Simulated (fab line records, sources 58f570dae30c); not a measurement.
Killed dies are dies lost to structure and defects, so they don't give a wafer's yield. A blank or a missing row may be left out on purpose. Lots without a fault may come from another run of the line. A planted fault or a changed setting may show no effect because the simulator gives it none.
fab line records | flow berkeley_cmos170
record lots=5 wafers=15 last_day=12
route steps=331 shown PLDD@153 NLDD@158 SPACER@171 PSD@175 NSD@187
lots that met no fault: from a run of the same line without faults
start_h: hours from the record's first day to the start of the lot's first wafer shown | wait_h: hours since the lot's step before | " the same as in the row above | L1.1+2: a row that stands for several wafers | - no value, or no start given | * or withheld: withheld | < > ~ a bound
route shown NAME@n: a module of which the file shows steps, and the number in the route of the first | usual: mean/standard deviation of fault-free wafers | same: alike in all rows | chamber/n: place in a boat | sites: the reading at each site | _std_site: their standard deviation | _edge_site: outer sites' mean less inner sites' | radius_mm: how far each site lies from the wafer's centre | mask NAME#n: copy n | behind: the tool/chamber that last shaped the wafer | hold: why the lot was held/for how many hours/how that ended | device: the transistor (n, p or np) that didn't switch | end of line: the same wafers' tests at the end of the route | a step without rows: its recipe alone | killed: dies lost to structure and defects at the first sort, not the wafer's yield | map: a wafer's dies, x killed, . not, _ none there
set.NAME: the setting as run; set.NAME@STEP: as run at that earlier step | model.NAME: the simulator's own value behind a step, which no gauge read
lots at some steps of the route; a table a step, a row a wafer
services: from which hour (start_h, from the record's first day; less than 0 if before it) a tool's chamber was out of use, for how many hours, and why
## steps
# step UCB170_PLDD_IMPLANT_08
# recipe species=BF2 dose_cm2=5e+13 energy_kev=10 tilt_deg=7 rotation_deg=0
# usual beam_energy_keV=10.000/0.0034 rotation_deg=0.004/0.023
# columns lot.wafer tool chamber start_h wait_h beam_energy_keV rotation_deg
L075.1 implanter-03 0 150.84 0.0 9.997 0.001
L075.2 " 0 " " 10.003 -0.016
L075.6 " 0 " " 9.998 0.023
L082.1 implanter-01 0 187.70 0.0 9.995 0.013
L082.3 " 0 " " 9.995 0.008
L082.6 " 0 " " 9.996 0.019
L083.1 implanter-01 0 219.23 0.0 9.999 -0.001
L083.3 " 0 " " 10.000 0.016
L083.5 " 0 " " 9.995 -0.001
L084.1 implanter-03 0 220.26 0.1 10.001 -0.020
L084.2 " 0 " " 9.999 -0.026
L084.3 " 0 " " 9.999 -0.011
L091.1 implanter-04 0 241.46 0.0 10.006 0.027
L091.3 " 0 " " 10.008 0.016
L091.5 " 0 " " 10.008 -0.004
# step UCB170_PLDD_IMPLANT_09
# recipe species=BF2 dose_cm2=5e+13 energy_kev=10 tilt_deg=7 rotation_deg=180
# usual beam_energy_keV=10.001/0.0028 rotation_deg=180.00/0.034
# columns lot.wafer tool chamber start_h wait_h beam_energy_keV rotation_deg
L075.1 implanter-03 0 150.99 0.1 10.004 180.00
L075.2 " 0 " " 9.9984 179.96
L075.6 " 0 " " 9.9990 180.00
L082.1 implanter-01 0 187.85 0.1 9.9941 180.01
L082.3 " 0 " " 10.006 180.04
L082.6 " 0 " " 10.003 180.00
L083.1 implanter-01 0 219.38 0.1 10.000 180.01
L083.3 " 0 " " 9.9991 180.01
L083.5 " 0 " " 10.006 180.02
L084.1 implanter-03 0 220.41 0.1 10.001 180.00
L084.2 " 0 " " 10.003 179.96
L084.3 " 0 " " 9.9999 180.02
L091.1 implanter-04 0 241.61 0.1 10.002 180.07
L091.3 " 0 " " 10.001 180.00
L091.5 " 0 " " 10.002 180.05
# step UCB170_PLDD_STRIP_10
# recipe chemistry=O2 power_w=400 pressure_mtorr=3500 platen_temp_c=withheld o2_flow_sccm=400 overash_fraction=0.5
# usual drypump_motor_current_A=5.7/0.47 oes_product_au=0.734/0.0046 strip_time_to_endpoint_s=21.63/0.062
# columns lot.wafer tool chamber start_h wait_h drypump_motor_current_A oes_product_au rf_hours_counter_h strip_time_to_endpoint_s
L075.1 plasma_asher-01 1 151.14 0.1 5.9 0.736 4 21.57
L075.2 " 0 " " 5.9 0.741 4 21.50
L075.6 " 1 " " 5.9 0.736 - 21.61
L082.1 plasma_asher-01 0 188.00 0.1 5.9 0.730 9 21.49
L082.3 " 1 " " 5.9 0.735 - 21.58
L082.6 " 0 " " 5.9 0.741 - 21.50
L083.1 plasma_asher-01 1 219.53 0.1 5.9 0.726 11 21.55
L083.3 " 1 " " 5.9 0.740 - 21.68
L083.5 " 0 " " 5.9 0.737 - 21.65
L084.1 plasma_asher-01 1 220.62 0.2 5.9 0.743 11 21.55
L084.2 " 0 " " 6.0 0.730 11 21.61
L084.3 " 1 " " 5.9 0.731 - 21.61
L091.1 plasma_asher-03 1 241.76 0.1 5.0 0.729 46 21.59
L091.3 " 0 " " 6.1 0.733 - 21.75
L091.5 " 0 " " 6.1 0.739 - 21.64
# step UCB170_PLDD_TW_MEAS_11
# usual PLDD_TW=1009/6.9
# columns lot.wafer tool chamber start_h wait_h PLDD_TW
L075.1 film_metro-03 - 151.24 0.1 1018
L075.2 " - " " 1014
L075.6 " - " " 1022
L082.1 film_metro-01 - 188.13 0.1 999
L082.3 " - " " 1010
L082.6 " - " " 1000
L083.1 film_metro-03 - 219.63 0.1 1018
L083.3 " - " " 1019
L083.5 " - " " 1019
L084.1 film_metro-01 - 220.72 0.1 1009
L084.2 " - " " 1008
L084.3 " - " " 1001
L091.1 film_metro-02 - 241.86 0.1 1002
L091.3 " - " " 1009
L091.5 " - " " 1005
# step UCB170_PLDD_CLEAN_12
# recipe chemistry=SPM temp_c=120 time_s=600
# columns lot.wafer tool chamber start_h wait_h
L075.1+2+6 wet_bench-02 1 151.45 0.2
L082.1+3+6 wet_bench-02 2 188.19 0.1
L083.1+3+5 wet_bench-04 1 219.69 0.1
L084.1+2+3 wet_bench-02 3 220.78 0.1
L091.1+3+5 wet_bench-01 0 241.92 0.1
# step UCB170_NLDD_HMDS_00
# recipe prime_time_s=60 prime_temp_c=100
# columns lot.wafer tool chamber start_h wait_h
L075.1+2+6 litho_track-04 0 151.63 0.0
L082.1+3+6 litho_track-04 0 188.58 0.2
L083.1+3+5 litho_track-01 0 220.07 0.2
L084.1+2+3 litho_track-01 0 221.70 0.7
L091.1+3+5 litho_track-04 0 242.09 0.0
# step UCB170_NLDD_COAT_01
# recipe resist=KrF spin_rpm=1500 resist_thk_nm=900
# columns lot.wafer tool chamber start_h wait_h
L075.1+2+6 litho_track-04 0 151.78 0.1
L082.1+3+6 litho_track-04 0 188.73 0.1
L083.1+3+5 litho_track-01 0 220.22 0.1
L084.1+2+3 litho_track-01 0 221.85 0.1
L091.1+3+5 litho_track-04 0 242.24 0.1
# step UCB170_NLDD_SOFTBAKE_02
# recipe resist=KrF temp_c=130 time_s=60
# columns lot.wafer tool chamber start_h wait_h
L075.1+2+6 litho_track-04 0 151.93 0.1
L082.1+3+6 litho_track-04 0 188.88 0.1
L083.1+3+5 litho_track-01 0 220.37 0.1
L084.1+2+3 litho_track-01 0 222.00 0.1
L091.1+3+5 litho_track-04 0 242.39 0.1
# step UCB170_NLDD_EXPOSE_03
# recipe mask_id=NSELECT na=0.5 sigma_outer=0.6 source_shape=conventional target_cd_nm=1200 dose_mj=30
# columns lot.wafer tool chamber start_h wait_h mask
L075.1+2+6 krf_scanner-02 0 152.08 0.1 NSELECT#0
L082.1+3+6 krf_scanner-02 0 189.03 0.1 NSELECT#0
L083.1+3+5 krf_scanner-02 0 220.52 0.1 NSELECT#0
L084.1+2+3 krf_scanner-02 0 222.36 0.3 NSELECT#0
L091.1+3+5 krf_scanner-02 0 242.69 0.3 NSELECT#0
# step UCB170_NLDD_PEB_04
# recipe peb_temp_c=130 peb_time_s=withheld resist=KrF
# columns lot.wafer tool chamber start_h wait_h
L075.1+2+6 litho_track-03 0 152.79 0.7
L082.1+3+6 litho_track-03 0 189.15 0.1
L083.1+3+5 litho_track-04 0 221.25 0.7
L084.1+2+3 litho_track-03 0 222.94 0.6
L091.1+3+5 litho_track-01 0 242.81 0.1
# step UCB170_NLDD_DEVELOP_05
# recipe developer=TMAH develop_time_s=45 resist=KrF dev_temp_c=21
# columns lot.wafer tool chamber start_h wait_h
L075.1+2+6 litho_track-03 0 - -
L082.1+3+6 litho_track-03 0 - -
L083.1+3+5 litho_track-04 0 - -
L084.1+2+3 litho_track-03 0 - -
L091.1+3+5 litho_track-01 0 - -
# step UCB170_NLDD_CD_MEAS_06
# recipe target_cd_nm=1200
# usual cd_nm=1200.3/1.5
# columns lot.wafer tool chamber start_h wait_h cd_nm
L075.1 cd_sem-01 - 153.07 - 1199.8
L075.2 " - " " 1197.9
L075.6 " - " " 1198.8
L082.1 cd_sem-01 - 189.42 - 1202.3
L082.3 " - " " 1202.6
L082.6 " - " " 1200.4
L083.1 cd_sem-01 - 221.52 - 1199.4
L083.3 " - " " 1198.0
L083.5 " - " " 1197.2
L084.1 cd_sem-01 - 223.21 - 1201.9
L084.2 " - " " 1201.4
L084.3 " - " " 1201.8
L091.1 cd_sem-01 - 243.08 - 1201.8
L091.3 " - " " 1203.4
L091.5 " - " " 1201.1
# step UCB170_NLDD_OVL_MEAS_07
# usual NLDD_OVL=-1/5
# columns lot.wafer tool chamber start_h wait_h NLDD_OVL[nm]
L075.1 overlay-02 - 153.19 0.1 0
L075.2 " - " " 0
L075.6 " - " " -5
L082.1 overlay-02 - 189.54 0.1 0
L082.3 " - " " 6
L082.6 " - " " -2
L083.1 overlay-02 - 221.64 0.1 -7
L083.3 " - " " -2
L083.5 " - " " -6
L084.1 overlay-02 - 223.33 0.1 -2
L084.2 " - " " 0
L084.3 " - " " -6
L091.1 overlay-02 - 243.20 0.1 -6
L091.3 " - " " -7
L091.5 " - " " -8
# step UCB170_NLDD_IMPLANT_08
# recipe species=As dose_cm2=5e+13 energy_kev=30 tilt_deg=7 rotation_deg=0
# usual beam_energy_keV=30.000/0.0088 rotation_deg=0.001/0.016
# columns lot.wafer tool chamber start_h wait_h beam_energy_keV rotation_deg
L075.1 implanter-03 0 153.22 0.0 29.998 0.000
L075.2 " 0 " " 30.002 -0.023
L075.6 " 0 " " 30.005 -0.008
L082.1 implanter-02 0 189.58 0.0 29.985 0.019
L082.3 " 0 " " 29.996 -0.002
L082.6 " 0 " " 29.993 0.009
L083.1 implanter-02 0 221.68 0.0 29.987 -0.002
L083.3 " 0 " " 30.001 -0.008
L083.5 " 0 " " 30.008 -0.006
L084.1 implanter-02 0 223.37 0.0 30.006 -0.005
L084.2 " 0 " " 30.003 -0.011
L084.3 " 0 " " 30.009 0.007
L091.1 implanter-04 0 243.24 0.0 30.006 0.038
L091.3 " 0 " " 30.004 0.039
L091.5 " 0 " " 29.998 0.007
# step UCB170_NLDD_IMPLANT_09
# recipe species=As dose_cm2=5e+13 energy_kev=30 tilt_deg=7 rotation_deg=180
# usual beam_energy_keV=29.999/0.01 rotation_deg=179.99/0.032
# columns lot.wafer tool chamber start_h wait_h beam_energy_keV rotation_deg
L075.1 implanter-03 0 153.37 0.1 30.012 179.97
L075.2 " 0 " " 30.005 179.93
L075.6 " 0 " " 30.011 180.03
L082.1 implanter-02 0 189.73 0.1 29.994 179.99
L082.3 " 0 " " 30.008 180.08
L082.6 " 0 " " 29.993 179.99
L083.1 implanter-02 0 221.83 0.1 29.996 180.02
L083.3 " 0 " " 30.004 179.99
L083.5 " 0 " " 30.002 179.99
L084.1 implanter-02 0 223.52 0.1 30.006 179.99
L084.2 " 0 " " 30.010 180.02
L084.3 " 0 " " 30.005 179.95
L091.1 implanter-04 0 243.39 0.1 29.999 179.98
L091.3 " 0 " " 29.999 179.97
L091.5 " 0 " " 29.997 179.98
# step UCB170_NLDD_STRIP_10
# recipe chemistry=O2 power_w=400 pressure_mtorr=3500 platen_temp_c=withheld o2_flow_sccm=400 overash_fraction=0.5
# usual drypump_motor_current_A=5.8/0.42 oes_product_au=0.735/0.0046 strip_time_to_endpoint_s=21.65/0.067
# columns lot.wafer tool chamber start_h wait_h drypump_motor_current_A oes_product_au rf_hours_counter_h strip_time_to_endpoint_s
L075.1 plasma_asher-01 1 153.52 0.1 5.9 0.739 4 21.61
L075.2 " 0 " " 6.0 0.735 4 21.54
L075.6 " 1 " " 5.9 0.732 - 21.53
L082.1 plasma_asher-04 1 189.88 0.1 6.2 0.734 48 21.62
L082.3 " 0 " " 5.7 0.726 - 21.53
L082.6 " 0 " " 5.7 0.736 - 21.59
L083.1 plasma_asher-04 1 221.98 0.1 6.2 0.739 50 21.65
L083.3 " 1 " " 6.2 0.733 - 21.55
L083.5 " 0 " " 5.7 0.730 - 21.70
L084.1 plasma_asher-02 0 223.67 0.1 5.9 0.736 46 21.56
L084.2 " 1 " " 4.9 0.737 46 21.55
L084.3 " 0 " " 5.9 0.736 - 21.63
L091.1 plasma_asher-04 1 243.54 0.1 6.2 0.739 52 21.70
L091.3 " 0 " " 5.7 0.729 - 21.75
L091.5 " 0 " " 5.7 0.732 - 21.71
# step UCB170_NLDD_TW_MEAS_11
# usual NLDD_TW=2214/14
# columns lot.wafer tool chamber start_h wait_h NLDD_TW
L075.1 film_metro-02 - 153.62 0.1 2191
L075.2 " - " " 2179
L075.6 " - " " 2185
L082.1 film_metro-01 - 189.98 0.1 2210
L082.3 " - " " 2205
L082.6 " - " " 2196
L083.1 film_metro-02 - 222.08 0.1 2198
L083.3 " - " " 2203
L083.5 " - " " 2199
L084.1 film_metro-02 - 223.77 0.1 2206
L084.2 " - " " 2195
L084.3 " - " " 2215
L091.1 film_metro-02 - 243.64 0.1 2219
L091.3 " - " " 2198
L091.5 " - " " 2216
# step UCB170_NLDD_CLEAN_12
# recipe chemistry=SPM temp_c=120 time_s=600
# columns lot.wafer tool chamber start_h wait_h
L075.1+2+6 wet_bench-04 3 153.68 0.1
L082.1+3+6 wet_bench-04 0 190.04 0.1
L083.1+3+5 wet_bench-02 3 222.14 0.1
L084.1+2+3 wet_bench-04 3 223.83 0.1
L091.1+3+5 wet_bench-02 3 243.70 0.1
# step UCB170_SPACER_CVD_00
# recipe material=SiO2 target_thk_nm=376 temp_c=390 precursor=TEOS/O2 time_s=47 rf_w=550 pressure_mtorr=9000
# usual heater_power_w=292/60 rf_fwd_power_W=544.3/2.5
# columns lot.wafer tool chamber start_h wait_h heater_power_w rf_fwd_power_W
L075.1 pecvd-01 0 153.86 0.0 164 545.1
L075.2 " 1 " " 357 543.3
L075.6 " 1 " " 253 544.4
L082.1 pecvd-01 2 190.23 0.0 284 538.7
L082.3 " 0 " " 228 543.0
L082.6 " 1 " " 327 546.4
L083.1 pecvd-01 0 222.32 0.0 226 545.9
L083.3 " 1 " " 343 544.1
L083.5 " 0 " " 237 544.3
L084.1 pecvd-04 2 224.01 0.0 247 549.1
L084.2 " 1 " " 403 542.2
L084.3 " 0 " " 368 543.4
L091.1 pecvd-04 0 243.87 0.0 363 544.4
L091.3 " 0 " " 380 545.7
L091.5 " 1 " " 402 540.5
# step UCB170_SPACER_THK_MEAS_01
# recipe reads=SiO2_of_SPACER_CVD_00
# usual SPACER_TEOS_THK=374/4.6
# columns lot.wafer tool chamber start_h wait_h SPACER_TEOS_THK[nm]
L075.1 film_metro-02 - 153.90 0.0 367
L075.2 " - " " 367
L075.6 " - " " 374
L082.1 film_metro-04 - 190.27 0.0 370
L082.3 " - " " 369
L082.6 " - " " 377
L083.1 film_metro-04 - 222.36 0.0 374
L083.3 " - " " 377
L083.5 " - " " 382
L084.1 film_metro-02 - 224.05 0.0 366
L084.2 " - " " 373
L084.3 " - " " 374
L091.1 film_metro-04 - 243.94 0.0 375
L091.3 " - " " 377
L091.5 " - " " 378
# step UCB170_SPACER_ANNEAL_02
# recipe temp_c=900 time_s=1800 ambient=N2
# columns lot.wafer tool chamber start_h wait_h
L075.1+2+6 furnace-01 0 158.90 5.0
L082.1+3+6 furnace-04 0 199.87 9.6
L083.1+3+5 furnace-04 0 225.81 3.4
L084.1+2+3 furnace-04 0 225.81 1.8
L091.1+3+5 furnace-04 0 247.91 4.0
# step UCB170_SPACER_ETCHBACK_03
# recipe stop_on=Si target=SiO2 chemistry=CHF3/CF4/Ar CHF3_flow_sccm=50 cf4_flow_sccm=10 Ar_flow_sccm=120 pressure_mtorr=200 rf_w=500 target_depth_a=3760 time_s=100
# usual CHF3_flow_sccm=50.01/0.16 drypump_motor_current_A=5.8/0.39 oes_product_au=0.899/0.019 rf_fwd_power_W=497.1/1.9 throttle_valve_pct=6.50/0.14
# columns lot.wafer tool chamber start_h wait_h CHF3_flow_sccm drypump_motor_current_A oes_product_au rf_fwd_power_W rf_hours_counter_h throttle_valve_pct
L075.1 rie_diel-02 1 160.40 0.0 49.94 6.1 0.898 497.8 111 6.55
L075.2 " 2 " " 50.21 5.8 0.872 497.0 123 6.26
L075.6 " 1 " " 49.76 6.1 0.914 498.8 - 6.54
L082.1 rie_diel-02 2 201.37 0.0 50.05 5.8 0.882 500.9 125 6.28
L082.3 " 0 " " 50.26 5.2 0.897 496.3 141 6.55
L082.6 " 2 " " 49.95 5.8 0.890 499.6 - 6.27
L083.1 rie_diel-04 0 227.31 0.0 49.94 5.7 0.865 496.2 133 6.65
L083.3 " 2 " " 50.12 5.9 0.927 495.2 21 6.32
L083.5 " 1 " " 49.80 5.5 0.893 498.5 - 6.57
L084.1 rie_diel-02 2 227.42 0.1 50.08 5.8 0.874 499.0 126 6.27
L084.2 " 1 " " 50.02 6.1 0.909 497.4 114 6.53
L084.3 " 3 " " 50.24 4.7 0.892 494.7 36 6.60
L091.1 rie_diel-04 3 249.41 0.0 49.82 5.8 0.920 499.7 119 6.66
L091.3 " 2 " " 49.77 6.0 0.932 495.9 22 6.33
L091.5 " 3 " " 50.03 5.8 0.917 500.2 - 6.67
# step UCB170_PSD_HMDS_00
# recipe prime_time_s=60 prime_temp_c=100
# columns lot.wafer tool chamber start_h wait_h
L075.1+2+6 litho_track-02 0 160.72 0.3
L082.1+3+6 litho_track-03 0 201.44 0.0
L083.1+3+5 litho_track-03 0 227.67 0.3
L084.1+2+3 litho_track-02 0 228.15 0.7
L091.1+3+5 litho_track-04 0 249.67 0.2
# step UCB170_PSD_COAT_01
# recipe resist=KrF spin_rpm=1500 resist_thk_nm=900
# columns lot.wafer tool chamber start_h wait_h
L075.1+2+6 litho_track-02 0 160.87 0.1
L082.1+3+6 litho_track-03 0 201.59 0.1
L083.1+3+5 litho_track-03 0 227.82 0.1
L084.1+2+3 litho_track-02 0 228.30 0.1
L091.1+3+5 litho_track-04 0 249.82 0.1
# step UCB170_PSD_SOFTBAKE_02
# recipe resist=KrF temp_c=130 time_s=60
# columns lot.wafer tool chamber start_h wait_h
L075.1+2+6 litho_track-02 0 161.02 0.1
L082.1+3+6 litho_track-03 0 201.74 0.1
L083.1+3+5 litho_track-03 0 227.97 0.1
L084.1+2+3 litho_track-02 0 228.45 0.1
L091.1+3+5 litho_track-04 0 249.97 0.1
# step UCB170_PSD_EXPOSE_03
# recipe mask_id=PSELECT_MOD na=0.5 sigma_outer=0.6 source_shape=conventional target_cd_nm=1200 dose_mj=30
# columns lot.wafer tool chamber start_h wait_h mask
L075.1+2+6 krf_scanner-01 0 161.29 0.2 PSELECT_MOD#0
L082.1+3+6 krf_scanner-02 0 202.02 0.2 PSELECT_MOD#0
L083.1+3+5 krf_scanner-01 0 228.12 0.1 PSELECT_MOD#0
L084.1+2+3 krf_scanner-02 0 228.96 0.5 PSELECT_MOD#0
L091.1+3+5 krf_scanner-01 0 250.36 0.4 PSELECT_MOD#0
# step UCB170_PSD_PEB_04
# recipe peb_temp_c=130 peb_time_s=withheld resist=KrF
# columns lot.wafer tool chamber start_h wait_h
L075.1+2+6 litho_track-04 0 161.53 0.2
L082.1+3+6 litho_track-02 0 202.13 0.1
L083.1+3+5 litho_track-03 0 229.12 1.0
L084.1+2+3 litho_track-04 0 229.99 1.0
L091.1+3+5 litho_track-02 0 250.94 0.6
# step UCB170_PSD_DEVELOP_05
# recipe developer=TMAH develop_time_s=45 resist=KrF dev_temp_c=21
# columns lot.wafer tool chamber start_h wait_h
L075.1+2+6 litho_track-04 0 - -
L082.1+3+6 litho_track-02 0 - -
L083.1+3+5 litho_track-03 0 - -
L084.1+2+3 litho_track-04 0 - -
L091.1+3+5 litho_track-02 0 - -
# step UCB170_PSD_CD_MEAS_06
# recipe target_cd_nm=1200
# usual cd_nm=1200.3/1.6
# columns lot.wafer tool chamber start_h wait_h cd_nm
L075.1 cd_sem-02 - 161.81 - 1201.0
L075.2 " - " " 1201.3
L075.6 " - " " 1200.9
L082.1 cd_sem-02 - 202.41 - 1202.3
L082.3 " - " " 1200.1
L082.6 " - " " 1201.2
L083.1 cd_sem-01 - 229.39 - 1202.4
L083.3 " - " " 1201.0
L083.5 " - " " 1201.5
L084.1 cd_sem-01 - 230.26 - 1201.0
L084.2 " - " " 1199.4
L084.3 " - " " 1202.0
L091.1 cd_sem-01 - 251.24 - 1201.8
L091.3 " - " " 1200.6
L091.5 " - " " 1201.5
# step UCB170_PSD_OVL_MEAS_07
# usual PSD_OVL=-3/5.2
# columns lot.wafer tool chamber start_h wait_h PSD_OVL[nm]
L075.1 overlay-01 - 161.93 0.1 1
L075.2 " - " " -9
L075.6 " - " " 1
L082.1 overlay-02 - 202.53 0.1 -10
L082.3 " - " " -13
L082.6 " - " " -7
L083.1 overlay-01 - 229.51 0.1 4
L083.3 " - " " -1
L083.5 " - " " -5
L084.1 overlay-02 - 230.38 0.1 -2
L084.2 " - " " -2
L084.3 " - " " 1
L091.1 overlay-01 - 251.36 0.1 -2
L091.3 " - " " 4
L091.5 " - " " -2
# step UCB170_PSD_IMPLANT_08
# recipe species=B dose_cm2=3e+15 energy_kev=20 tilt_deg=7
# usual beam_energy_keV=20.000/0.0076
# columns lot.wafer tool chamber start_h wait_h beam_energy_keV
L075.1 implanter-04 0 161.97 0.0 19.999
L075.2 " 0 " " 20.002
L075.6 " 0 " " 19.995
L082.1 implanter-04 0 202.56 0.0 20.020
L082.3 " 0 " " 19.999
L082.6 " 0 " " 20.015
L083.1 implanter-04 0 229.55 0.0 19.996
L083.3 " 0 " " 20.002
L083.5 " 0 " " 19.998
L084.1 implanter-01 0 230.42 0.0 19.993
L084.2 " 0 " " 20.004
L084.3 " 0 " " 20.000
L091.1 implanter-02 0 251.39 0.0 19.995
L091.3 " 0 " " 20.004
L091.5 " 0 " " 20.013
# step UCB170_PSD_STRIP_09
# recipe chemistry=O2 power_w=400 pressure_mtorr=3500 platen_temp_c=withheld o2_flow_sccm=400 overash_fraction=0.5
# usual drypump_motor_current_A=5.8/0.38 oes_product_au=0.601/0.0046 strip_time_to_endpoint_s=29.39/0.074
# columns lot.wafer tool chamber start_h wait_h drypump_motor_current_A oes_product_au rf_hours_counter_h strip_time_to_endpoint_s
L075.1 plasma_asher-04 1 162.12 0.1 6.2 0.599 45 29.35
L075.2 " 0 " " 5.7 0.594 45 29.29
L075.6 " 0 " " 5.7 0.604 - 29.26
L082.1 plasma_asher-04 1 202.71 0.1 6.3 0.596 49 29.38
L082.3 " 1 " " 6.3 0.596 - 29.34
L082.6 " 0 " " 5.8 0.602 - 29.31
L083.1 plasma_asher-01 1 229.70 0.1 5.9 0.607 12 29.52
L083.3 " 1 " " 5.9 0.599 - 29.48
L083.5 " 1 " " 5.9 0.604 - 29.46
L084.1 plasma_asher-03 0 230.57 0.1 6.1 0.600 44 29.36
L084.2 " 1 " " 5.1 0.597 44 29.49
L084.3 " 1 " " 5.1 0.600 - 29.39
L091.1 plasma_asher-04 1 251.54 0.1 6.2 0.606 52 29.37
L091.3 " 0 " " 5.7 0.595 - 29.41
L091.5 " 1 " " 6.2 0.605 - 29.42
# step UCB170_PSD_TW_MEAS_10
# usual PSD_TW=2326/18
# columns lot.wafer tool chamber start_h wait_h PSD_TW
L075.1 film_metro-02 - 162.22 0.1 2306
L075.2 " - " " 2302
L075.6 " - " " 2301
L082.1 film_metro-03 - 202.81 0.1 2360
L082.3 " - " " 2346
L082.6 " - " " 2358
L083.1 film_metro-01 - 229.80 0.1 2324
L083.3 " - " " 2333
L083.5 " - " " 2330
L084.1 film_metro-02 - 230.67 0.1 2306
L084.2 " - " " 2306
L084.3 " - " " 2307
L091.1 film_metro-03 - 251.64 0.1 2340
L091.3 " - " " 2332
L091.5 " - " " 2327
# step UCB170_PSD_CLEAN_11
# recipe chemistry=SPM temp_c=120 time_s=600
# columns lot.wafer tool chamber start_h wait_h
L075.1+2+6 wet_bench-01 1 162.28 0.1
L082.1+3+6 wet_bench-04 1 202.87 0.1
L083.1+3+5 wet_bench-03 2 229.86 0.1
L084.1+2+3 wet_bench-03 0 230.76 0.1
L091.1+3+5 wet_bench-04 0 251.88 0.2
# step UCB170_NSD_HMDS_00
# recipe prime_time_s=60 prime_temp_c=100
# columns lot.wafer tool chamber start_h wait_h
L075.1+2+6 litho_track-02 0 162.45 0.0
L082.1+3+6 litho_track-03 0 203.06 0.0
L083.1+3+5 litho_track-02 0 230.78 0.7
L084.1+2+3 litho_track-03 0 231.29 0.4
L091.1+3+5 litho_track-03 0 252.98 0.9
# step UCB170_NSD_COAT_01
# recipe resist=KrF spin_rpm=1500 resist_thk_nm=900
# columns lot.wafer tool chamber start_h wait_h
L075.1+2+6 litho_track-02 0 162.60 0.1
L082.1+3+6 litho_track-03 0 203.21 0.1
L083.1+3+5 litho_track-02 0 230.93 0.1
L084.1+2+3 litho_track-03 0 231.44 0.1
L091.1+3+5 litho_track-03 0 253.13 0.1
# step UCB170_NSD_SOFTBAKE_02
# recipe resist=KrF temp_c=130 time_s=60
# columns lot.wafer tool chamber start_h wait_h
L075.1+2+6 litho_track-02 0 162.75 0.1
L082.1+3+6 litho_track-03 0 203.36 0.1
L083.1+3+5 litho_track-02 0 231.08 0.1
L084.1+2+3 litho_track-03 0 231.59 0.1
L091.1+3+5 litho_track-03 0 253.28 0.1
# step UCB170_NSD_EXPOSE_03
# recipe mask_id=NSELECT_MOD na=0.5 sigma_outer=0.6 source_shape=conventional target_cd_nm=1200 dose_mj=30
# columns lot.wafer tool chamber start_h wait_h mask
L075.1+2+6 krf_scanner-01 0 163.03 0.2 NSELECT_MOD#0
L082.1+3+6 krf_scanner-01 0 203.51 0.1 NSELECT_MOD#0
L083.1+3+5 krf_scanner-01 0 231.23 0.1 NSELECT_MOD#0
L084.1+2+3 krf_scanner-01 0 232.04 0.4 NSELECT_MOD#0
L091.1+3+5 krf_scanner-01 0 - - NSELECT_MOD#0
# step UCB170_NSD_PEB_04
# recipe peb_temp_c=130 peb_time_s=withheld resist=KrF
# columns lot.wafer tool chamber start_h wait_h
L075.1+2+6 litho_track-03 0 163.14 0.1
L082.1+3+6 litho_track-03 0 203.63 0.1
L083.1+3+5 litho_track-01 0 231.70 0.4
L084.1+2+3 litho_track-01 0 232.25 0.2
L091.1+3+5 litho_track-01 0 - -
# step UCB170_NSD_DEVELOP_05
# recipe developer=TMAH develop_time_s=45 resist=KrF dev_temp_c=21
# columns lot.wafer tool chamber start_h wait_h
L075.1+2+6 litho_track-03 0 - -
L082.1+3+6 litho_track-03 0 - -
L083.1+3+5 litho_track-01 0 - -
L084.1+2+3 litho_track-01 0 - -
L091.1+3+5 litho_track-01 0 - -
# step UCB170_NSD_CD_MEAS_06
# recipe target_cd_nm=1200
# usual cd_nm=1200.2/1.5
# columns lot.wafer tool chamber start_h wait_h cd_nm
L075.1 cd_sem-01 - 163.42 - 1199.2
L075.2 " - " " 1200.7
L075.6 " - " " 1200.9
L082.1 cd_sem-02 - 203.91 - 1199.5
L082.3 " - " " 1199.5
L082.6 " - " " 1198.9
L083.1 cd_sem-01 - 231.97 - 1201.6
L083.3 " - " " 1201.3
L083.5 " - " " 1200.7
L084.1 cd_sem-02 - 232.52 - 1199.8
L084.2 " - " " 1200.4
L084.3 " - " " 1201.7
L091.1 cd_sem-02 - 255.15 - 1201.9
L091.3 " - " " 1203.0
L091.5 " - " " 1202.4
# step UCB170_NSD_OVL_MEAS_07
# usual NSD_OVL=2/5.4
# columns lot.wafer tool chamber start_h wait_h NSD_OVL[nm]
L075.1 overlay-02 - 163.54 0.1 1
L075.2 " - " " -5
L075.6 " - " " 3
L082.1 overlay-02 - 204.03 0.1 6
L082.3 " - " " 6
L082.6 " - " " 8
L083.1 overlay-01 - 232.09 0.1 9
L083.3 " - " " 12
L083.5 " - " " 9
L084.1 overlay-02 - 232.64 0.1 2
L084.2 " - " " 0
L084.3 " - " " 3
L091.1 overlay-02 - 255.27 0.1 10
L091.3 " - " " -2
L091.5 " - " " 7
# step UCB170_NSD_IMPLANT_08
# recipe species=P dose_cm2=3e+15 energy_kev=40 tilt_deg=7
# usual beam_energy_keV=39.999/0.011
# columns lot.wafer tool chamber start_h wait_h beam_energy_keV
L075.1 implanter-01 0 163.57 0.0 39.969
L075.2 " 0 " " 39.973
L075.6 " 0 " " 40.005
L082.1 implanter-03 0 204.06 0.0 40.009
L082.3 " 0 " " 39.991
L082.6 " 0 " " 40.001
L083.1 implanter-01 0 232.13 0.0 39.991
L083.3 " 0 " " 39.993
L083.5 " 0 " " 40.005
L084.1 implanter-02 0 232.68 0.0 40.008
L084.2 " 0 " " 39.985
L084.3 " 0 " " 39.998
L091.1 implanter-01 0 255.31 0.0 40.026
L091.3 " 0 " " 39.989
L091.5 " 0 " " 40.013
## services
# columns tool chamber start_h hours kind
pecvd-01 - 135.50 14.0 pm
implanter-01 - 137.50 1.6 repair
krf_scanner-01 - 140.26 0.2 repair
krf_scanner-01 - 155.46 1.0 pm
krf_scanner-01 - 161.42 1.5 repair
pecvd-01 - 162.25 1.2 repair
plasma_asher-04 - 165.26 7.5 repair
implanter-03 - 184.78 2.1 repair
implanter-03 - 189.64 3.0 repair
krf_scanner-02 - 190.44 1.0 pm
krf_scanner-01 - 191.44 0.8 pm
krf_scanner-02 - 193.19 0.8 pm
rie_diel-02 3 199.10 6.4 repair
furnace-04 - 204.37 3.4 pm
implanter-04 - 204.65 4.4 pm
implanter-02 - 206.26 5.9 repair
furnace-04 - 207.73 4.1 pm
rie_diel-02 3 208.87 11.3 repair
plasma_asher-04 - 233.98 8.0 repair
implanter-04 - 234.80 5.0 repair
krf_scanner-01 - 241.31 2.0 repair
implanter-03 - 249.98 0.7 repair
krf_scanner-02 - 253.80 1.3 pm
implanter-02 - 254.53 5.1 repair
## key
fault none
